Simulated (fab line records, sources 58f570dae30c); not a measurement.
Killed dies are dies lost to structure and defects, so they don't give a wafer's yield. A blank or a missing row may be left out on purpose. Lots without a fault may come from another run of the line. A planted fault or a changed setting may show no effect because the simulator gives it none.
Which tool did it? | flow berkeley_cmos170 | 14 lots, 42 wafers sampled, at 4 steps of a route of 331

WHAT THE GAUGES READ, wafer by wafer
UCB170_SPACER_THK_MEAS_01.
lot  | measured     | on            | SPACER_TEOS_THK (nm)
L304 | day 7 03:28  | film_metro-03 | 377 380 385
L305 | day 7 03:20  | film_metro-03 | 374 380 378
L306 | day 7 02:50  | film_metro-01 | 381 383 384
L308 | day 7 10:45  | film_metro-03 | 372 374 378
L307 | day 7 10:46  | film_metro-01 | 369 380 376
L311 | day 7 19:24  | film_metro-01 | 376 373 380
L310 | day 7 17:40  | film_metro-04 | 376 377 378
L317 | day 9 18:40  | film_metro-03 | 416 427 423
L320 | day 10 05:43 | film_metro-01 | 414 419 426
L321 | day 10 05:52 | film_metro-01 | 375 371 385
L322 | day 10 06:14 | film_metro-03 | 367 367 373
L324 | day 10 20:28 | film_metro-03 | 370 374 376
L325 | day 11 07:05 | film_metro-03 | 378 381 381
L326 | day 11 10:13 | film_metro-03 | 372 372 378

WHICH TOOL RAN EACH LOT (tool, then ch and the chambers of the sampled wafers, then the start)
lot  | UCB170_ACTIVE_ETCH_15             | UCB170_GATE_ETCH_15              | UCB170_SPACER_CVD_00
L304 | rie_diel-04 ch 0,3, day 5 01:29   | rie_si-01 ch 0,1,3, day 6 22:41  | pecvd-01 ch 0,1,2, day 7 03:24
L305 | rie_diel-03 ch 0,2, day 5 01:46   | rie_si-02 ch 0,2, day 6 22:48    | pecvd-02 ch 0,2, day 7 03:16
L306 | rie_diel-04 ch 0,3, day 5 01:53   | rie_si-02 ch 2,3, day 6 22:34    | pecvd-01 ch 0,1,2, day 7 02:46
L308 | rie_diel-03 ch 0,1,2, day 5 10:41 | rie_si-01 ch 1,2,3, day 7 05:53  | pecvd-01 ch 1,2, day 7 10:42
L307 | rie_diel-01 ch 1,2, day 5 10:51   | rie_si-02 ch 0,1, day 7 06:01    | pecvd-02 ch 0,1,2, day 7 10:42
L311 | rie_diel-04 ch 1,2,3, day 5 17:17 | rie_si-02 ch 0,3, day 7 12:21    | pecvd-01 ch 0,2, day 7 19:22
L310 | rie_diel-04 ch 1,3, day 5 18:08   | rie_si-01 ch 1,2,3, day 7 12:35  | pecvd-02 ch 1,2, day 7 17:38
L317 | rie_diel-04 ch 1,2, day 7 03:45   | rie_si-02 ch 0,3, day 9 12:52    | pecvd-01 ch 0,2, day 9 18:37
L320 | rie_diel-01 ch 2,3, day 7 17:29   | rie_si-01 ch 0,1,2, day 9 21:20  | pecvd-01 ch 1,2, day 10 05:38
L321 | rie_diel-01 ch 0,1,2, day 7 23:35 | rie_si-02 ch 1,2, day 9 21:31    | pecvd-02 ch 1,2, day 10 05:49
L322 | rie_diel-03 ch 0,3, day 8 00:13   | rie_si-01 ch 1,3, day 9 21:47    | pecvd-03 ch 0,1, day 10 06:11
L324 | rie_diel-01 ch 2,3, day 8 14:48   | rie_si-01 ch 0,1, day 10 14:55   | pecvd-02 ch 0,2, day 10 20:26
L325 | rie_diel-01 ch 0,2,3, day 9 04:04 | rie_si-02 ch 0,1,2, day 11 01:10 | pecvd-03 ch 0,1, day 11 07:03
L326 | rie_diel-03 ch 0,1,2, day 9 11:05 | rie_si-01 ch 0,1,2, day 11 05:51 | pecvd-03 ch 1,2, day 11 10:11
- UCB170_ACTIVE_ETCH_15: etches Si3N4 in CH3F/Ar/O2, stops on SiO2, target depth 242 nm, time 151 s.
- UCB170_GATE_ETCH_15: etches poly-Si in HBr/Cl2, stops on SiO2, time 56.3 s, target depth 278.2 nm.
- UCB170_SPACER_CVD_00: deposits SiO2 from TEOS/O2, target thk 376 nm, time 47 s.

WHAT THE TOOLS THEMSELVES READ (means of the sampled wafers that have a number; where no wafer has one, the mark that the record gives instead)
UCB170_ACTIVE_ETCH_15.
lot  | tool        | drypump_motor_current_A (A) | oes_product_au (a.u.) | throttle_valve_pct (%)
L304 | rie_diel-04 | 5.3                         | 0.941                 | 8.11
L305 | rie_diel-03 | 5.7                         | 0.965                 | 8.12
L306 | rie_diel-04 | 5.1                         | 0.940                 | 8.08
L308 | rie_diel-03 | 5.6                         | 0.949                 | 8.04
L307 | rie_diel-01 | 5.3                         | 0.940                 | 8.04
L311 | rie_diel-04 | 5.9                         | 0.927                 | 8.06
L310 | rie_diel-04 | 5.8                         | 0.929                 | 8.12
L317 | rie_diel-04 | 6.0                         | 0.930                 | 8.02
L320 | rie_diel-01 | 5.0                         | 0.921                 | 8.05
L321 | rie_diel-01 | 5.6                         | 0.945                 | 8.08
L322 | rie_diel-03 | 5.4                         | 0.963                 | 8.26
L324 | rie_diel-01 | 4.9                         | 0.935                 | 8.04
L325 | rie_diel-01 | 5.2                         | 0.952                 | 8.08
L326 | rie_diel-03 | 5.6                         | 0.957                 | 8.03

UCB170_GATE_ETCH_15.
lot  | tool      | drypump_motor_current_A (A) | mfc_cl2_sccm (sccm) | oes_product_au (a.u.) | throttle_valve_pct (%)
L304 | rie_si-01 | 5.8                         | 50.06               | 0.827                 | 26.70
L305 | rie_si-02 | 6.4                         | 49.92               | 0.836                 | 26.31
L306 | rie_si-02 | 5.2                         | 50.05               | 0.853                 | 26.51
L308 | rie_si-01 | 5.8                         | 49.94               | 0.832                 | 26.56
L307 | rie_si-02 | 6.1                         | 50.11               | 0.820                 | 26.42
L311 | rie_si-02 | 6.0                         | 49.84               | 0.839                 | 26.33
L310 | rie_si-01 | 5.8                         | 50.02               | 0.817                 | 26.56
L317 | rie_si-02 | 6.0                         | 49.94               | 0.846                 | 26.33
L320 | rie_si-01 | 5.7                         | 50.01               | 0.846                 | 26.50
L321 | rie_si-02 | 5.9                         | 49.82               | 0.822                 | 26.48
L322 | rie_si-01 | 6.1                         | 50.02               | 0.845                 | 26.61
L324 | rie_si-01 | 6.0                         | 49.99               | 0.846                 | 26.54
L325 | rie_si-02 | 6.1                         | 49.98               | 0.824                 | 26.40
L326 | rie_si-01 | 5.8                         | 50.00               | 0.848                 | 26.50

UCB170_SPACER_CVD_00.
lot  | tool     | heater_power_w (W)
L304 | pecvd-01 | 288
L305 | pecvd-02 | 302
L306 | pecvd-01 | 282
L308 | pecvd-01 | 346
L307 | pecvd-02 | 284
L311 | pecvd-01 | 300
L310 | pecvd-02 | 251
L317 | pecvd-01 | 299
L320 | pecvd-01 | 290
L321 | pecvd-02 | 231
L322 | pecvd-03 | 251
L324 | pecvd-02 | 277
L325 | pecvd-03 | 259
L326 | pecvd-03 | 240

THE ANSWER, worked out from the rows above alone
Rule: what is usual is taken from the lots themselves. Put in order of their means at a reading, lots are off if they are a third of the lots or fewer, leave a main group of 4 or more, and stand apart from it by a gap of 3 or more times the standard deviation of the main group's means; of several such gaps the widest counts. A main group whose means are all the same, to the digits that the tables above print for the reading, isn't used. A lot without any number at a reading at which 4 lots or more have one is off too. The other lots that the step has rows for count as sound. The gauges are gone through in route order, then the tools' own readings, and for those a lot's mean is taken as printed above. The first step at which some lot is off is used, and at that step the reading that is off furthest; a lot without a number counts as furthest.
Off: L317, L320, at UCB170_SPACER_THK_MEAS_01 (SPACER_TEOS_THK). The main group: mean 376 nm, standard deviation 3.5.
A tool fits if, at a process step before that reading, it ran every lot that is off, and no sound lot after the first of them. The gauges at UCB170_SPACER_THK_MEAS_01 are tried like those tools. One fits: pecvd-01 at UCB170_SPACER_CVD_00. Its last sound lot is L311 (day 7 19:22), its first lot that is off L317 (day 9 18:37): a fault that began between those two fits.

WHAT THE SIMULATOR HAD PUT IN
Process parameter drift: pecvd-01, from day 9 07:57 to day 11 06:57, at UCB170_SPACER_CVD_00. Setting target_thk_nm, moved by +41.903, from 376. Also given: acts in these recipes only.
Lots struck among those shown: L317, L320. The rule above found the same.
